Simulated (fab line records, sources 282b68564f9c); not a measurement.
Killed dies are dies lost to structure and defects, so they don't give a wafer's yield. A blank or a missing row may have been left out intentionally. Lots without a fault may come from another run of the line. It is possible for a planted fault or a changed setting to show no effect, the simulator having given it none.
Split-lot experiment | flow ritCmos | 23 wafers read from 5 lots, route of 202 steps

== SPLIT DETAILS ==
At RIT_ACTIVE_EXPOSE_08 (exposes mask M1, target cd 1400 nm), the setting doseMj was moved away from the recipe's 225 on 6 of the 23 wafers read, by -6.1% to +2.1%. All remaining wafers had this setting at the recipe value.

== FROM THE SPLIT TO THE READING: what the file shows between them, 5 steps ==
- RIT_ACTIVE_PEB_09
- RIT_ACTIVE_DEVELOP_10: develop time 50 s
- RIT_ACTIVE_CD_MEAS_11: target cd 1400 nm
- RIT_ACTIVE_ETCH_13: etches Si3N4 in SF6, stops on SiO2, time 210 s, target depth 210 nm (also split here: timeS)
- RIT_ACTIVE_STRIP_14: strips in O2, time 180 s

== THE READING ==
cdNm (nm) at RIT_ACTIVE_CD_MEAS_90, where the cd target is 1400 nm. On this fab line, fault-free wafers typically give 1399.7 nm with a standard deviation of 2.3 nm.

wafer  | tool, chamber at the split | doseMj as run | against the recipe | cdNm, nm | against lot-mates on the recipe
L074.1 | ilineStepper-01, 0         | 225           | recipe             | 1397.5   | -
L074.2 | ilineStepper-01, 0         | 225           | recipe             | 1396.7   | -
L074.3 | ilineStepper-01, 0         | 225           | recipe             | 1396.5   | -
L074.4 | ilineStepper-01, 0         | 225           | recipe             | 1396.1   | -
L074.6 | ilineStepper-01, 0         | 225           | recipe             | 1397.9   | -
L075.2 | ilineStepper-02, 0         | 211.2         | -6.1%              | 1413.7   | +16.8
L075.3 | ilineStepper-02, 0         | 225           | recipe             | 1396.7   | -
L075.4 | ilineStepper-02, 0         | 225           | recipe             | 1397.2   | -
L075.5 | ilineStepper-02, 0         | 211.2         | -6.1%              | 1417.8   | +20.8
L075.6 | ilineStepper-02, 0         | 211.2         | -6.1%              | 1416.6   | +19.6
L080.1 | ilineStepper-02, 0         | 225           | recipe             | 1401.5   | -
L080.2 | ilineStepper-02, 0         | 225           | recipe             | 1401.9   | -
L080.5 | ilineStepper-02, 0         | 225           | recipe             | 1401.4   | -
L081.1 | ilineStepper-01, 0         | 225           | recipe             | 1400.8   | -
L081.2 | ilineStepper-01, 0         | 225           | recipe             | 1400.5   | -
L081.3 | ilineStepper-01, 0         | 225           | recipe             | 1401.5   | -
L081.4 | ilineStepper-01, 0         | 225           | recipe             | 1399.5   | -
L081.6 | ilineStepper-01, 0         | 225           | recipe             | 1398.7   | -
L082.2 | ilineStepper-01, 0         | 229.8         | +2.1%              | 1392.7   | -7.3
L082.3 | ilineStepper-01, 0         | 229.8         | +2.1%              | 1394.3   | -5.8
L082.4 | ilineStepper-01, 0         | 225           | recipe             | 1398.6   | -
L082.5 | ilineStepper-01, 0         | 229.8         | +2.1%              | 1395.2   | -4.8
L082.6 | ilineStepper-01, 0         | 225           | recipe             | 1401.5   | -

THE FIT
A straight line over all 23 wafers: cdNm changes by -2.71 nm for each +1% of doseMj; r = -0.96; the points scatter about the line by 2 nm.
The same after taking each lot's own level away (the mean of its wafers on the recipe; 23 wafers): -3.07 nm for each +1%; r = -0.99; scatter 1.1 nm.
The reading moves by 19 nm for the largest change in doseMj, on that fit.
From 1396.94 to 1401.60 nm: that is the span of the lots' own levels, equal to 2.0 times the standard deviation above.
Thus the slope moves with the lot-to-lot level: the two fits are different.
Check: for one of the wafers moved furthest among these (-6.1%), held out of the fit, the line's prediction against its lot-mates is +19.9 nm. It came out at +16.8 nm against them.

== FURTHER SPLITS ON THESE WAFERS ==
Before the reading, these wafers also passed through other splits. Each is held against what the fit with the lots' levels taken away leaves over:
other split on the same wafers | wafers away from the commonest value | r with cdNm (lot level and that fit taken away)
RIT_ACTIVE_OXIDATION_01 tempC  | 15                                   | +0.10
RIT_ACTIVE_ETCH_13 timeS       | 7                                    | -0.11

== THE WHOLE CHAIN: every reading that the file lists as answering this split, in the file's order ==
step                  | what it does                                                        | reading                                                      | change (the file's fit)              | r (the file's)
RIT_ACTIVE_CD_MEAS_11 | target cd 1400 nm                                                   | cdNm                                                         | -3.05 nm for each +1% of the setting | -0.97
RIT_ACTIVE_ETCH_13    | etches Si3N4 in SF6, stops on SiO2, time 210 s, target depth 210 nm | ACTIVE.cdNm (the simulator's own value, which no gauge read) | -3.03 nm for each +1% of the setting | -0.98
RIT_ACTIVE_CD_MEAS_90 | target cd 1400 nm                                                   | cdNm                                                         | -3.07 nm for each +1% of the setting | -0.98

== THE FILE'S OWN FIT ==
cdNm changes by -3.07 nm for each +1% of doseMj, r = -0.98.
